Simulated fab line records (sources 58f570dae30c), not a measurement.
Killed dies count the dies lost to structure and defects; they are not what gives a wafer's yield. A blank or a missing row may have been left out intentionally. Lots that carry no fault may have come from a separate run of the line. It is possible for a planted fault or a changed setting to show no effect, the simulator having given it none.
The same fault as seen by 2 desks ; flow berkeleyCmos170 ; what lay behind the numbers comes last; until then each desk has only its own

FROM THE METROLOGY DESK
What the gauges read for every lot (on any tool): the sampled wafers with a number, averaged. A lot is out of limits, marked OUT, if its mean lies more than 4 standard deviations from the usual mean; the brackets give that distance.
Columns: A = V1_TEOS_THK at UCB170_V1_THK_MEAS_01, usual 2000 nm; B = cdNm at UCB170_V1_CD_MEAS_12, usual 699.7 nm
lot;first seen here;A;B
L176;day 8 09:04;2032;699.2
L175;day 8 14:17;2004;699.6
L177;day 8 14:17;2035;699.4
L178;day 9 11:40;2018;700.2
L181;day 9 12:59;2010;700.7
L184;day 10 10:58;2010;699.1
L182;day 10 13:31;2124 (+4.4) OUT;697.9
L190;day 11 09:34;2000;698.2
L189;day 11 09:35;1997;698.6
L194;day 13 08:31;1979;701.0
L192;day 13 08:32;1992;700.1
L198;day 14 00:16;1994;699.3
L197;day 14 01:35;1965;698.9
This desk's result: L182 out of limits, first on L182 (V1_TEOS_THK at UCB170_V1_THK_MEAS_01), day 10 13:31. L176, L175, L177, L178, L181, L184, L190, L189, L194, L192, L198, L197 stayed within limits.

TOOL OWNER'S DESK, pecvd-03
The tool's own readings at UCB170_V1_CVD_00 (deposits SiO2 from TEOS/O2, target thk 2000 nm, time 250 s): means of the sampled wafers that have a number, for each lot that ran on this tool. A lot is out of limits, marked OUT, if its mean lies more than 4 standard deviations from the usual mean; the brackets give that distance.
Columns: A = heaterPowerW at UCB170_V1_CVD_00, usual 257 W; B = rfFwdPowerW at UCB170_V1_CVD_00, usual 548.1 W
lot;first seen here;A;B
L177;day 8 14:08;231;547.5
L181;day 9 12:50;224;548.1
L182;day 10 13:17;194;693.7 (+91) OUT
L198;day 14 00:06;255;547.0
This desk's finding: out of limits on L182; first on L182, day 10 13:17 (rfFwdPowerW at UCB170_V1_CVD_00). L177, L181, L198 stayed within limits.

BROUGHT TOGETHER
An alarm could have come from the tool owner's desk at day 10 13:17, on L182.
An alarm was possible from the metrology desk at day 10 13:31, on L182.
The lots listed all ran UCB170_V1_CVD_00 on pecvd-03.

WHAT THE SIMULATOR HAD PUT IN
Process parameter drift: pecvd-03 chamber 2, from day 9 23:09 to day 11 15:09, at UCB170_V1_CVD_00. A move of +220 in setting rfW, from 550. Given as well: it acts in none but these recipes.
Struck lots among those shown: L182.
Delay (hours) between the fault's onset and each desk's first out-of-limits reading: 14 at the tool owner's desk, 14 at the metrology desk.
